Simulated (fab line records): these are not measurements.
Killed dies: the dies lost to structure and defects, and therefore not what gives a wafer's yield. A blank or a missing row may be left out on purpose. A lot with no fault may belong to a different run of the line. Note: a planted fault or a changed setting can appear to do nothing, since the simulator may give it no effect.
A lot that was struck, set against a sound lot	flow berkeley-cmos170	15 steps out of a route of 331
Sound: wafers L712.3, L712.5, L712.6. Struck: wafers L709.1, L709.2, L709.5. The cause is given at the end.
At each step with rows: each side's tool, then ch and its chambers, then its first start. Under that, the readings that differ: sound wafers	struck wafers	difference of the means	sigmas: that difference in standard deviations of wafers without a fault.
alike: words and numbers the same on both sides, and readings whose means are apart by under 2 such deviations; not compared: readings that were withheld, readings missing a value for some wafer, numbers with overlapping values and no deviation given by the record, and bounds like >300 which may hide the same value.
A row with sigmas, a row that says differs or no value, or rows on one side alone: a step with any of these is where the two part. Non-overlapping numbers with no deviation appear without sigmas and do not part them. A reading that every wafer of one side lacks parts them only if that side has two wafers or more.

UCB170_SPACER_ETCHBACK_03: etches SiO2 in CHF3/CF4/Ar, stops on Si, target depth 376 nm, time 100 s.
  sound on rie-diel-02 ch 0,1,3, day 10 23:38; struck on rie-diel-04 ch 1,2,3, day 10 08:36
reading	sound	struck	difference	sigmas
drypump-motor-current-A (A)	5.0 4.8 5.3	6.4 5.8 5.6	+0.9	+2
  alike: CHF3_flow_sccm, oes-product-au, rf-fwd-power-W, throttle-valve-pct
  not compared: rf-hours-counter-h
then, 6 steps without rows for these wafers: UCB170_PSD_HMDS_00 (prime time 60 s); UCB170_PSD_COAT_01 (resist thk 900 nm); UCB170_PSD_SOFTBAKE_02 (time 60 s); UCB170_PSD_EXPOSE_03 (exposes mask PSELECT MOD, target cd 1200 nm); UCB170_PSD_PEB_04; UCB170_PSD_DEVELOP_05 (develop time 45 s).
UCB170_PSD_CD_MEAS_06: target cd 1200 nm.
  struck on cd-sem-01, day 10 09:51; sound on cd-sem-02, day 11 02:14
  alike: cd-nm
UCB170_PSD_OVL_MEAS_07:
  struck on overlay-02, day 10 09:58; sound on overlay-01, day 11 02:19
  alike: PSD_OVL
next, for these wafers, 1 step has no rows: UCB170_PSD_IMPLANT_08.
UCB170_PSD_STRIP_09: strips in O2.
  sound on plasma-asher-02 ch 0,1, day 11 02:32; struck on plasma-asher-03 ch 0,1, day 10 10:09
  alike: drypump-motor-current-A, oes-product-au, strip-time-to-endpoint-s
  not compared: rf-hours-counter-h
UCB170_PSD_TW_MEAS_10:
  struck on film-metro-01, day 10 10:15; sound on film-metro-02, day 11 02:37
reading	sound	struck	difference	sigmas
PSD_TW	2330 2330 2330	2290 2275 2284	-47	-3
UCB170_PSD_CLEAN_11: cleans in SPM, time 600 s.
  sound on wet-bench-01 ch 1, day 11 03:04; struck on wet-bench-01 ch 2, day 10 10:35
  no value came back on the struck wafers for bath-guard-temp-C (C), bath-heat-duty-pct (%); on the sound wafers bath-guard-temp-C (C) reads 120.6 120.5 120.6
then, 1 step without rows for these wafers: UCB170_NSD_HMDS_00 (prime time 60 s).
UCB170_M3_PROBE_99:
  the record has rows for the struck wafers here (prober-01, day 11 14:04) and none for the sound ones

== WHERE THEY PART ==
Earliest at UCB170_SPACER_ETCHBACK_03; latest, in this record, at UCB170_M3_PROBE_99.

WHY: what had been put in by the simulator
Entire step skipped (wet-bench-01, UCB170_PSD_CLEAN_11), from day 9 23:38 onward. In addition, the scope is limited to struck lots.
